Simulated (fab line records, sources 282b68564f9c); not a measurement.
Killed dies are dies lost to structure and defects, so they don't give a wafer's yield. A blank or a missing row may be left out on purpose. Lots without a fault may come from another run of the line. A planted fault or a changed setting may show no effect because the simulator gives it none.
Split-lot experiment | flow rit_cmos | 5 lots, 23 wafers read, on a route of 202 steps

THE SPLIT
At RIT_NWELL_COAT_01 (resist thk 1300 nm), the setting spin_rpm was moved away from the recipe's 2000 rpm on 5 of the 23 wafers read, by -7.0% to -4.5%. The other wafers ran this setting at the recipe's value.

FROM THE SPLIT TO THE READING: what the file shows between them, 3 steps
- RIT_NWELL_SOFTBAKE_02: time 60 s
- RIT_NWELL_EXPOSE_03: exposes mask M2, target cd 43900 nm
- RIT_NWELL_DEVELOP_05: develop time 68 s

THE READING
NOVOLAK_of_NWELL_COAT_01.thk_nm (the simulator's own value, which no gauge read), in nm, at RIT_NWELL_HARDBAKE_07 (time 120 s). The file gives no usual value for it. The 18 wafers here that ran the recipe average 1134 nm, standard deviation 3.3 nm.

wafer  | tool, chamber at the split | spin_rpm as run, rpm | against the recipe | NOVOLAK_of_NWELL_COAT_01.thk_nm, nm | against lot-mates on the recipe
L074.1 | litho_track-04, 0          | 2000                 | recipe             | 1132                                | -
L074.4 | litho_track-04, 0          | 2000                 | recipe             | 1132                                | -
L074.3 | litho_track-04, 0          | 2000                 | recipe             | 1136                                | -
L074.5 | litho_track-04, 0          | 2000                 | recipe             | 1137                                | -
L074.6 | litho_track-04, 0          | 2000                 | recipe             | 1135                                | -
L078.2 | litho_track-02, 0          | 2000                 | recipe             | 1140                                | -
L078.4 | litho_track-02, 0          | 2000                 | recipe             | 1139                                | -
L078.6 | litho_track-02, 0          | 2000                 | recipe             | 1139                                | -
L079.1 | litho_track-04, 0          | 2000                 | recipe             | 1133                                | -
L079.4 | litho_track-04, 0          | 2000                 | recipe             | 1133                                | -
L079.2 | litho_track-04, 0          | 1861                 | -7.0%              | 1175                                | +42
L079.3 | litho_track-04, 0          | 1861                 | -7.0%              | 1174                                | +41
L079.5 | litho_track-04, 0          | 1861                 | -7.0%              | 1173                                | +40
L081.1 | litho_track-04, 0          | 2000                 | recipe             | 1133                                | -
L081.4 | litho_track-04, 0          | 2000                 | recipe             | 1133                                | -
L081.2 | litho_track-04, 0          | 2000                 | recipe             | 1129                                | -
L081.5 | litho_track-04, 0          | 2000                 | recipe             | 1131                                | -
L081.6 | litho_track-04, 0          | 2000                 | recipe             | 1130                                | -
L084.1 | litho_track-04, 0          | 2000                 | recipe             | 1132                                | -
L084.4 | litho_track-04, 0          | 2000                 | recipe             | 1132                                | -
L084.2 | litho_track-04, 0          | 1910                 | -4.5%              | 1161                                | +30
L084.3 | litho_track-04, 0          | 2000                 | recipe             | 1129                                | -
L084.6 | litho_track-04, 0          | 1910                 | -4.5%              | 1160                                | +29

THE FIT
A straight line over all 23 wafers: NOVOLAK_of_NWELL_COAT_01.thk_nm changes by -5.84 nm for each +1% of spin_rpm; r = -0.98; the points scatter about the line by 3.1 nm.
The same after taking each lot's own level away (the mean of its wafers on the recipe; 23 wafers): -6.03 nm for each +1%; r = -0.99; scatter 1.6 nm.
On that fit, the largest move of spin_rpm shifts the reading by 42 nm.
The lots' own levels span 1131.0 to 1139.3 nm, that is 2.5 times the standard deviation above.
So the lot-to-lot level changes the slope little: the two slopes agree.
Check: with one of the wafers moved furthest among these (-7.0%) left out of the fit, the line predicts +42 nm for it against its lot-mates. It came out at +42 nm against them.

THE WHOLE CHAIN: every reading that the file lists as answering this split, in the file's order
step                  | what it does       | reading                                                                          | change (the file's fit)              | r (the file's)
RIT_NWELL_COAT_01     | resist thk 1300 nm | NOVOLAK_of_NWELL_COAT_01.thk_nm (the simulator's own value, which no gauge read) | -7.06 nm for each +1% of the setting | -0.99
RIT_NWELL_HARDBAKE_07 | time 120 s         | NOVOLAK_of_NWELL_COAT_01.thk_nm (the simulator's own value, which no gauge read) | -6.08 nm for each +1% of the setting | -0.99

THE FILE'S OWN FIT
NOVOLAK_of_NWELL_COAT_01.thk_nm changes by -6.08 nm for each +1% of spin_rpm, r = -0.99.
